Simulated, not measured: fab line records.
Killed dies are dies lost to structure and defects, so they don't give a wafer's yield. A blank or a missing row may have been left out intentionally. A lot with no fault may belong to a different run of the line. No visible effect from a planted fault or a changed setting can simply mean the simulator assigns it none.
fab line records    flow rit_cmos
record: lots: 6  wafers: 18  last_day: 8
route steps=202 shown ACTIVE@2 M1@202
lots that met no fault: taken from a fault-free run of the same line
start_h: hours from the record's first day to the start of the lot's first wafer shown    wait_h: how many hours have passed since the lot's step before this one    " as in the row above    L1.1+2: several wafers, shown together as one row    - no value, or no start was given    * or withheld: withheld    < > ~ a bound
route shown NAME@n: NAME is a module with steps in the file, n the number in the route of the first one    usual: mean/standard deviation taken from wafers without a fault    same: alike in all rows    chamber/n: place in a boat    sites: readings site by site    _std_site: standard deviation across them    _edge_site: outer sites' mean less inner sites'    radius_mm: how far each site lies from the wafer's centre    mask NAME#n: copy n    behind: tool/chamber where the wafer was last shaped    hold: what put the lot on hold/how long, in hours/how the hold closed    device: names the non-switching transistor (n, p or np)    end of line: tests run on the same wafers once the route is complete    where a step has no rows: the recipe by itself    killed: at the first sort, the dies lost to defects and structure; wafer yield is something else    map: a wafer's dies, x killed, . not, _ none there
set.NAME: the setting the step ran with; set.NAME@STEP: the setting that earlier step ran with    model.NAME: the simulator's own value behind a step, which no gauge read
a table for each step, a row for each wafer; lots at some steps of the route
services: from which hour (start_h, from the record's first day; less than 0 if before it) a tool's chamber was out of use, for how many hours, and why
== steps ==
step: RIT_ACTIVE_OXIDATION_01
recipe: temp_c: 1004  ambient: O2  target_thk_a: 468  ox_time_s: 3360
step: RIT_ACTIVE_THK_MEAS_02
recipe: reads: SiO2_of_ACTIVE_OXIDATION_01
usual: ACTIVE_OXIDE_THK: 48.8/0.71
lot.wafer  tool           chamber  start_h  wait_h  ACTIVE_OXIDE_THK[nm]
L875.2     film_metro-01  -        37.82    0.0     48.3
L875.5     "              -        "        "       47.8
L875.6     "              -        "        "       48.4
L877.2     film_metro-03  -        49.05    0.0     49.4
L877.5     "              -        "        "       48.8
L877.6     "              -        "        "       48.8
L878.1     film_metro-01  -        53.61    0.0     50.0
L878.4     "              -        "        "       49.5
L878.5     "              -        "        "       50.2
L885.1     film_metro-04  -        88.09    0.0     49.0
L885.2     "              -        "        "       49.2
L885.3     "              -        "        "       49.5
L891.1     film_metro-04  -        118.34   0.0     49.6
L891.2     "              -        "        "       50.7
L891.4     "              -        "        "       50.5
L893.4     film_metro-01  -        127.47   0.0     48.4
L893.5     "              -        "        "       49.3
L893.6     "              -        "        "       48.9
step: RIT_ACTIVE_CVD_03
recipe: material: Si3N4  target_thk_nm: 150  temp_c: 810  precursor: SiH2Cl2/NH3  time_s: 1500  pressure_mtorr: 287.7  sih2cl2_flow_sccm: 60  nh3_flow_sccm: 150
step: RIT_ACTIVE_THK_MEAS_04
recipe: reads: Si3N4_of_ACTIVE_CVD_03
usual: ACTIVE_NITRIDE_THK: 148.2/1.1
lot.wafer  tool           chamber  start_h  wait_h  ACTIVE_NITRIDE_THK[nm]
L875.2     film_metro-03  -        39.29    0.0     149.9
L875.5     "              -        "        "       148.4
L875.6     "              -        "        "       148.6
L877.2     film_metro-01  -        50.53    0.0     147.5
L877.5     "              -        "        "       149.0
L877.6     "              -        "        "       148.9
L878.1     film_metro-01  -        55.09    0.0     147.8
L878.4     "              -        "        "       148.0
L878.5     "              -        "        "       147.5
L885.1     film_metro-01  -        89.57    0.0     147.4
L885.2     "              -        "        "       146.9
L885.3     "              -        "        "       149.1
L891.1     film_metro-04  -        119.82   0.0     147.3
L891.2     "              -        "        "       147.9
L891.4     "              -        "        "       148.6
L893.4     film_metro-03  -        129.51   0.0     147.6
L893.5     "              -        "        "       148.2
L893.6     "              -        "        "       148.0
step: RIT_ACTIVE_HMDS_05
recipe: prime_time_s: 60  prime_temp_c: 140
step: RIT_ACTIVE_COAT_06
recipe: resist: NOVOLAK  spin_rpm: 3250  resist_thk_nm: 1000
step: RIT_ACTIVE_SOFTBAKE_07
recipe: resist: NOVOLAK  temp_c: 90  time_s: 60
step: RIT_ACTIVE_EXPOSE_08
recipe: mask_id: M1  na: 0.6  source_shape: conventional  sigma_outer: 0.6  target_cd_nm: 1400  dose_mj: 225
step: RIT_ACTIVE_PEB_09
recipe: resist: NOVOLAK  temp_c: withheld  time_s: withheld
step: RIT_ACTIVE_DEVELOP_10
recipe: resist: NOVOLAK  develop_time_s: 50  dev_temp_c: 23
step: RIT_ACTIVE_CD_MEAS_11
recipe: target_cd_nm: 1400
usual: cd_nm: 1400.1/2.1
lot.wafer  tool       chamber  start_h  wait_h  cd_nm
L875.2     cd_sem-01  -        40.34    -       1396.9
L875.5     "          -        "        "       1398.0
L875.6     "          -        "        "       1398.0
L877.2     cd_sem-01  -        51.57    -       1398.5
L877.5     "          -        "        "       1399.7
L877.6     "          -        "        "       1399.5
L878.1     cd_sem-01  -        56.28    -       1398.5
L878.4     "          -        "        "       1395.5
L878.5     "          -        "        "       1399.7
L885.1     cd_sem-02  -        90.65    -       1399.2
L885.2     "          -        "        "       1400.3
L885.3     "          -        "        "       1400.0
L891.1     cd_sem-02  -        120.73   -       1397.8
L891.2     "          -        "        "       1395.9
L891.4     "          -        "        "       1399.3
L893.4     cd_sem-01  -        130.56   -       1398.6
L893.5     "          -        "        "       1398.3
L893.6     "          -        "        "       1400.2
step: RIT_ACTIVE_HARDBAKE_12
recipe: resist: NOVOLAK  temp_c: 140  time_s: 60
step: RIT_ACTIVE_ETCH_13
recipe: stop_on: SiO2  chemistry: SF6  target: Si3N4  time_s: 210  over_etch_frac: 0.4  SF6_flow_sccm: 200  pressure_mtorr: 260  rf_w: 125  target_depth_a: 2100
usual: SF6_flow_sccm: 199.9/0.59  chamber_pressure_mTorr: 260.00/0.22  drypump_motor_current_A: 6.0/0.5  oes_product_au: 0.815/0.011  rf_fwd_power_W: 124.7/0.38  throttle_valve_pct: 7.53/0.12  time_s: 210/0
lot.wafer  tool         chamber  start_h  wait_h  SF6_flow_sccm  chamber_pressure_mTorr  drypump_motor_current_A  oes_product_au  rf_fwd_power_W  rf_hours_counter_h  throttle_valve_pct  time_s  model.NOVOLAK_of_ACTIVE_COAT_06.thk_nm
L875.2     rie_diel-02  1        40.59    0.1     200.6          260.05                  6.5                      0.818           124.6           1                   7.67                210     652.2
L875.5     "            0        "        "       200.3          259.94                  6.2                      0.798           124.6           -                   7.62                210     647
L875.6     "            1        "        "       200.8          260.51                  6.4                      0.811           124.5           -                   7.64                210     653.6
L877.2     rie_diel-03  3        51.82    0.1     -              -                       -                        -               -               -                   -                   -       884.7
L877.5     "            3        "        "       -              -                       -                        -               -               -                   -                   -       886.7
L877.6     "            2        "        "       -              -                       -                        -               -               -                   -                   -       883.5
L878.1     rie_diel-03  2        56.55    0.1     -              -                       -                        -               -               -                   -                   -       887.1
L878.4     "            1        "        "       -              -                       -                        -               -               -                   -                   -       883.8
L878.5     "            0        "        "       -              -                       -                        -               -               -                   -                   -       886
L885.1     rie_diel-03  0        90.92    0.1     199.6          259.84                  5.1                      0.798           124.9           13                  7.59                210     659.8
L885.2     "            2        "        "       199.8          260.26                  6.7                      0.806           124.6           4                   7.37                210     652.9
L885.3     "            3        "        "       200.4          259.96                  5.9                      0.830           124.3           5                   7.66                210     654.4
L891.1     rie_diel-03  0        121.00   0.1     200.1          260.12                  5.1                      0.798           124.6           14                  7.60                210     647.7
L891.2     "            1        "        "       199.3          260.15                  6.0                      0.813           123.4           91                  7.54                210     651.5
L891.4     "            3        "        "       199.6          259.87                  5.9                      0.821           125.2           5                   7.66                210     649.2
L893.4     rie_diel-03  3        130.78   0.1     199.1          260.36                  5.9                      0.832           124.8           6                   7.67                210     655.5
L893.5     "            1        "        "       199.1          260.24                  6.0                      0.815           124.9           -                   7.53                210     654.7
L893.6     "            2        "        "       199.2          259.84                  6.7                      0.811           124.8           -                   7.38                210     653.8
step: RIT_ACTIVE_STRIP_14
recipe: chemistry: O2  time_s: 180  resist: NOVOLAK  platen_temp_c: withheld  power_w: 500  pressure_mtorr: 4000  o2_flow_sccm: 4000
usual: drypump_motor_current_A: 5.89/0.22  rf_refl_power_W: 7.0/1.5
same: time_s: 180
lot.wafer  tool             chamber  start_h  wait_h  drypump_motor_current_A  rf_hours_counter_h  rf_refl_power_W
L875.2     plasma_asher-02  1        40.72    0.1     5.88                     42                  7.4
L875.5     "                0        "        "       5.76                     -                   6.5
L875.6     "                1        "        "       5.90                     -                   7.4
L877.2     plasma_asher-02  1        51.96    0.1     5.94                     44                  7.3
L877.5     "                1        "        "       5.93                     -                   7.5
L877.6     "                0        "        "       5.76                     -                   6.4
L878.1     plasma_asher-03  0        56.69    0.1     5.81                     41                  7.2
L878.4     "                0        "        "       5.82                     -                   7.2
L878.5     "                0        "        "       5.83                     -                   7.2
L885.1     plasma_asher-01  1        91.05    0.1     6.45                     45                  5.3
L885.2     "                0        "        "       5.73                     45                  5.0
L885.3     "                0        "        "       5.73                     -                   4.9
L891.1     plasma_asher-02  0        121.13   0.1     5.76                     51                  6.8
L891.2     "                1        "        "       5.95                     51                  7.3
L891.4     "                0        "        "       5.76                     -                   6.3
L893.4     plasma_asher-02  0        130.97   0.1     5.78                     -                   6.9
L893.5     "                1        "        "       5.91                     -                   7.2
L893.6     "                0        "        "       5.76                     -                   6.3
step: RIT_ACTIVE_CD_MEAS_90
recipe: target_cd_nm: 1400
usual: cd_nm: 1400.1/2.1
lot.wafer  tool       chamber  start_h  wait_h  cd_nm
L875.2     cd_sem-01  -        40.92    0.1     1397.1
L875.5     "          -        "        "       1398.2
L875.6     "          -        "        "       1397.7
L877.2     cd_sem-02  -        52.15    0.1     -
L877.5     "          -        "        "       -
L877.6     "          -        "        "       -
L878.1     cd_sem-01  -        56.86    0.1     -
L878.4     "          -        "        "       -
L878.5     "          -        "        "       -
L885.1     cd_sem-02  -        91.23    0.1     1399.3
L885.2     "          -        "        "       1400.3
L885.3     "          -        "        "       1400.0
L891.1     cd_sem-02  -        121.31   0.1     1397.6
L891.2     "          -        "        "       1396.2
L891.4     "          -        "        "       1399.5
L893.4     cd_sem-01  -        131.15   0.1     1398.4
L893.5     "          -        "        "       1398.8
L893.6     "          -        "        "       1400.6
step: RIT_ACTIVE_CLEAN_15
recipe: chemistry: SC1  mix: 3:3:50  time_s: 600  temp_c: 75
step: RIT_M1_PROBE_99
usual: killed_at_contacts: 0.0/0.16  killed_at_front_end: 7.5/2.8  killed_dies: 7.6/2.9  killed_on_rim: 2.1/1.4  killed_open: 3.7/2  killed_short: 3.8/2
same: gross_dies: 264  killed_at_M0_to_M3: 0  killed_at_M4_up: 0  killed_at_back_side: 0  killed_at_other: 0
lot.wafer  tool       chamber  start_h  wait_h  killed_at_contacts  killed_at_front_end  killed_dies  killed_on_rim  killed_open  killed_short
L875.2     prober-02  -        95.65    0.1     0                   6                    6            0              2            4
L875.5     prober-02  -        95.80    0.2     0                   10                   10           3              5            5
L875.6     prober-02  -        95.85    0.2     0                   5                    5            1              1            4
L877.2     prober-02  -        105.19   0.1     0                   264                  264          70             2            1
L877.5     prober-02  -        105.34   0.2     0                   264                  264          70             2            2
L877.6     prober-02  -        105.39   0.2     0                   264                  264          70             3            7
L878.1     prober-01  -        109.29   0.1     0                   264                  264          70             4            5
L878.4     prober-01  -        109.44   0.2     0                   264                  264          70             3            5
L878.5     prober-01  -        109.49   0.2     1                   263                  264          70             2            5
L893.4     prober-01  -        182.28   0.2     0                   6                    6            4              2            4
L893.5     prober-01  -        182.33   0.2     0                   8                    8            0              2            6
L893.6     prober-01  -        182.38   0.2     0                   12                   12           3              4            8
killed by level:class
L875.2 SPACER:geometric_particle:short=2 FOX1:geometric_particle:short=1 REOX:geometric_particle:open=1 SPACER:geometric_particle:open=1 SILICIDE:geometric_particle:short=1
L875.5 FOX1:geometric_particle:short=2 FOX1:geometric_particle:open=2 REOX:geometric_particle:short=2 GATE:geometric_particle:short=1 GATE:geometric_particle:open=1 REOX:geometric_particle:open=1 SPACER:geometric_particle:open=1
L875.6 FOX1:geometric_particle:short=1 FOX1:geometric_particle:open=1 FOX2:geometric_particle:short=1 SPACER:geometric_particle:short=1 SILICIDE:geometric_particle:short=1
L877.2 ACTIVE:area_etch=261 GATE:geometric_particle:open=2 FOX2:geometric_particle:short=1
L877.5 ACTIVE:area_etch=260 FOX1:geometric_particle:short=1 FOX2:geometric_particle:open=1 REOX:geometric_particle:open=1 SPACER:geometric_particle:short=1
L877.6 ACTIVE:area_etch=254 GATE:geometric_particle:short=4 GATE:geometric_particle:open=3 FOX1:geometric_particle:short=1 SPACER:geometric_particle:short=1 SILICIDE:geometric_particle:short=1
L878.1 ACTIVE:area_etch=255 GATE:geometric_particle:open=3 REOX:geometric_particle:short=2 FOX1:geometric_particle:short=1 FOX2:geometric_particle:open=1 GATE:geometric_particle:short=1 SILICIDE:geometric_particle:short=1
L878.4 ACTIVE:area_etch=256 GATE:geometric_particle:open=3 GATE:geometric_particle:short=2 SILICIDE:geometric_particle:short=2 FOX1:geometric_particle:short=1
L878.5 ACTIVE:area_etch=257 GATE:geometric_particle:short=2 FOX1:geometric_particle:open=1 FOX2:geometric_particle:short=1 REOX:geometric_particle:short=1 SILICIDE:geometric_particle:open=1 CONTACT:geometric_particle:short=1
L893.4 FOX2:geometric_particle:short=2 GATE:geometric_particle:short=2 FOX2:geometric_particle:open=1 GATE:geometric_particle:open=1
L893.5 GATE:geometric_particle:short=4 FOX1:geometric_particle:short=1 FOX2:geometric_particle:open=1 SPACER:geometric_particle:short=1 SILICIDE:geometric_particle:open=1
L893.6 FOX2:geometric_particle:short=3 SILICIDE:geometric_particle:open=2 SILICIDE:geometric_particle:short=2 FOX1:geometric_particle:open=1 FOX1:geometric_particle:short=1 FOX2:geometric_particle:open=1 GATE:geometric_particle:short=1 SPACER:geometric_particle:short=1
map L877.2 (x killed, . not)
________xxxxxxx_______
_____xxxxxxxxxxxxx____
____xxxxxxxxxxxxxxx___
___xxxxxxxxxxxxxxxxx__
__xxxxxxxxxxxxxxxxxxx_
__xxxxxxxxxxxxxxxxxxx_
_xxxxxxxxxxxxxxxxxxxxx
_xxxxxxxxxxxxxxxxxxxxx
_xxxxxxxxxxxxxxxxxxxxx
_xxxxxxxxxxxxxxxxxxxxx
__xxxxxxxxxxxxxxxxxxx_
__xxxxxxxxxxxxxxxxxxx_
___xxxxxxxxxxxxxxxxx__
____xxxxxxxxxxxxxxx___
_____xxxxxxxxxxxxx____
________xxxxxxx_______
map L878.1 (x killed, . not)
________xxxxxxx_______
_____xxxxxxxxxxxxx____
____xxxxxxxxxxxxxxx___
___xxxxxxxxxxxxxxxxx__
__xxxxxxxxxxxxxxxxxxx_
__xxxxxxxxxxxxxxxxxxx_
_xxxxxxxxxxxxxxxxxxxxx
_xxxxxxxxxxxxxxxxxxxxx
_xxxxxxxxxxxxxxxxxxxxx
_xxxxxxxxxxxxxxxxxxxxx
__xxxxxxxxxxxxxxxxxxx_
__xxxxxxxxxxxxxxxxxxx_
___xxxxxxxxxxxxxxxxx__
____xxxxxxxxxxxxxxx___
_____xxxxxxxxxxxxx____
________xxxxxxx_______
== services ==
tool             chamber  start_h  hours  kind
plasma_asher-02  -        72.58    11.4   pm
rie_diel-03      1        87.23    1.5    repair
rie_diel-02      3        100.56   8.9    repair
plasma_asher-01  -        108.75   9.0    pm
plasma_asher-01  0        108.75   9.0    vent_cycle
plasma_asher-01  1        108.75   9.0    vent_cycle
rie_diel-03      0        109.68   10.8   repair
plasma_asher-03  -        110.39   7.6    repair
plasma_asher-01  0        117.75   -      clean
plasma_asher-01  1        117.75   -      clean
== key ==
first_sign: step: RIT_ACTIVE_ETCH_13  reading: tool_record  direction: missing
effect: step: RIT_ACTIVE_CD_MEAS_90  reading: cd_nm  direction: missing
effect: step: RIT_M1_PROBE_99  reading: killed_at_front_end  direction: up  sigmas: 90  usual: 7.5  struck: 263.8
model_effect: step: RIT_ACTIVE_ETCH_13  value: NOVOLAK_of_ACTIVE_COAT_06.thk_nm  without: 656  struck: 885.3
more_kills_born_at: RIT_ACTIVE_ETCH_13@rie_diel-03: 1543
met_at RIT_ACTIVE_ETCH_13
struck_wafers L877.2,L877.5,L877.6,L878.1,L878.4,L878.5
later_rows_left_out L877.2,L877.5,L877.6,L878.1,L878.4,L878.5
tester_left_out L877,L878
fault: kind: skipped_step_whole  tool: rie_diel-03  chamber: -  onset_h: 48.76  steps: RIT_ACTIVE_ETCH_13  scope: struck_lots_only
tester_left_out: of these lots the tester's yield and bins aren't shown, on N5 and GAA mostly nor the transistor test; their killed dies are dies lost to structure and defects alone, not to doping, threshold or leakage, so they don't give the yield
later_rows_left_out: the simulator's readings of these wafers behind a module that went badly wrong aren't trusted and aren't shown, but for the sort
